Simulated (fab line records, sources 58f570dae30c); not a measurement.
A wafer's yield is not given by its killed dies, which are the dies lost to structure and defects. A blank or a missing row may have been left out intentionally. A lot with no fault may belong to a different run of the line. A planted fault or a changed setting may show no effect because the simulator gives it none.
Chamber matching -- flow berkeley-cmos170 -- 4 sister chambers for UCB170_GATE_ETCH_15 on rie-si-02
The step etches poly-Si in HBr/Cl2, stops on SiO2, time 56.3 s, target depth 278.2 nm. 14 wafers are shown with their chamber, then 7 later ones without.

EACH WAFER AND ITS CHAMBER
wafer,chamber,throttle-valve-pct (%),oes-product-au (a.u.)
L365.3,1,26.78,0.850
L365.4,3,26.49,0.842
L365.5,0,26.37,0.818
L368.1,3,26.49,0.856
L368.3,2,26.37,0.846
L368.4,0,26.38,0.813
L371.1,1,26.76,0.846
L371.2,2,26.38,0.848
L371.5,2,26.37,0.857
L373.2,2,26.36,0.848
L373.3,0,26.36,0.822
L373.6,0,26.37,0.825
L378.2,0,26.37,0.787
L378.3,3,26.49,0.792

SIGNATURES, as means of the wafers listed above
reading,chamber 0,chamber 1,chamber 2,chamber 3,scatter within a chamber
throttle-valve-pct,26.3700,26.7700,26.3700,26.4900,0.00775
oes-product-au,0.81300,0.84800,0.84975,0.83000,0.0181
Rule: for each reading, subtract the chamber's mean from the wafer's reading, divide by that reading's scatter and square the result; add these up over the readings and take the root, which gives the wafer's distance from the chamber. The wafer belongs to the nearest chamber; if the next one is less than 2 further off, it can't be placed. The scatter: the root of (the sum of the squares of (reading less its chamber's mean) over the shown wafers, divided by (wafers less chambers)).

WAFERS WITH NO CHAMBER GIVEN
wafer,throttle-valve-pct (%),oes-product-au (a.u.)
L378.4,26.37,0.791
L381.2,26.37,0.850
L381.3,26.77,0.845
L381.4,26.37,0.821
L384.1,26.36,0.844
L384.3,26.36,0.815
L384.4,26.77,0.848

CHAMBER TAKEN BY EACH
wafer,from the rows above,in truth
L378.4,0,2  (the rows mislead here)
L381.2,2,2
L381.3,1,1
L381.4,can't be placed: 0 or 2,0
L384.1,can't be placed: 2 or 0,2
L384.3,can't be placed: 0 or 2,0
L384.4,1,1
3 of 7 placed correctly. Can't be placed from these rows: 3 (the true chamber is among the candidates in 3). Number placed wrongly: 1.
